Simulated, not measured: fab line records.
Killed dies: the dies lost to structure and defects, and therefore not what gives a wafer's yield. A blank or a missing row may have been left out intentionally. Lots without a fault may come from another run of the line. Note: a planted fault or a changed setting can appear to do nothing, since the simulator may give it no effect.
A single fault, viewed from 2 desks | flow berkeley cmos170 | only its own numbers are on each desk; what lay behind them is given at the end

THE METROLOGY DESK
Lot by lot, what the gauges showed, no matter which tool ran the lot: averages of those sampled wafers that carry a number. Any lot whose mean is over 4 standard deviations away from the usual mean is out of limits and marked OUT; that distance is given in the brackets.
Columns: A = M1_AL_RS at UCB170_M1_RS_MEAS_01, usual 0.0488 ohm/sq; B = V1_POLISHED_THK at UCB170_V1_THK_MEAS_04, usual 1000.0 nm
lot  | first seen here | A      | B
L879 | day 8 05:23     | 0.0492 | 999.3
L882 | day 8 18:34     | 0.0499 | 1000.5
L880 | day 8 18:48     | 0.0497 | 1001.6
L881 | day 8 19:55     | 0.0484 | 999.1
L883 | day 9 10:55     | 0.0490 | 1000.7
L885 | day 9 13:20     | 0.0491 | 998.4
L884 | day 9 14:27     | 0.0481 | 999.7
L886 | day 9 14:38     | 0.0482 | 1000.1
L891 | day 10 12:07    | 0.0484 | 1000.4
L895 | day 11 05:20    | 0.0481 | 1000.6
L894 | day 11 06:59    | 0.0476 | 999.5
L896 | day 11 20:49    | 0.0492 | 1000.0
L897 | day 11 21:19    | 0.0492 | 1000.7
L900 | day 12 08:15    | 0.0479 | 1000.0
L901 | day 12 20:29    | 0.0479 | 1000.3
Result from this desk: across the 15 lots, nothing is out of limits.

DESK OF THE TOOL OWNER: cmp-02
The tool's own readings at UCB170_V1_CMP_02 (polishes SiO2): means of the sampled wafers that have a number, for each lot that ran on this tool. Any lot whose mean is over 4 standard deviations away from the usual mean is out of limits and marked OUT; that distance is given in the brackets.
Columns: A = motor current A at UCB170_V1_CMP_02, usual 16.3 A; B = platen rpm at UCB170_V1_CMP_02, usual 60.00 rpm; C = retaining ring pressure frac at UCB170_V1_CMP_02, usual 1.000
lot  | first seen here | A    | B                       | C
L879 | day 8 08:55     | 14.8 | 59.99                   | 0.997
L880 | day 8 22:06     | 14.9 | 60.00                   | 0.999
L881 | day 8 23:26     | 15.9 | 60.04                   | 1.002
L883 | day 9 15:36     | 15.0 | 60.04                   | 0.999
L884 | day 9 18:16     | 15.2 | 59.96                   | 1.000
L895 | day 11 10:10    | 15.2 | 53.99 (-99 or more) OUT | 1.001
L894 | day 11 10:28    | 15.2 | 54.02 (-99 or more) OUT | 1.000
L896 | day 12 00:25    | 15.3 | 54.00 (-99 or more) OUT | 1.003
Finding of this desk: L894, L895, L896 out of limits; the first was L895 at day 11 10:10, on platen rpm at UCB170_V1_CMP_02. Within limits: L879, L880, L881, L883, L884.

ALL TOGETHER
On L894, L895, L896, at day 11 10:10, an alarm was possible from the tool owner's desk.
Nothing out of limits was seen by the metrology desk.
The metrology desk holds a record of L894, L895, L896, inside its limits.
Every lot named ran UCB170_V1_CMP_02 on cmp-02.

WHAT HAD BEEN PUT IN BY THE SIMULATOR
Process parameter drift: cmp-02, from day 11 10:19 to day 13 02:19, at UCB170_V1_CMP_02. A move of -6 in setting platen rpm, from 60. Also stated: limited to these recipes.
Lots struck among those shown: L894, L895, L896.
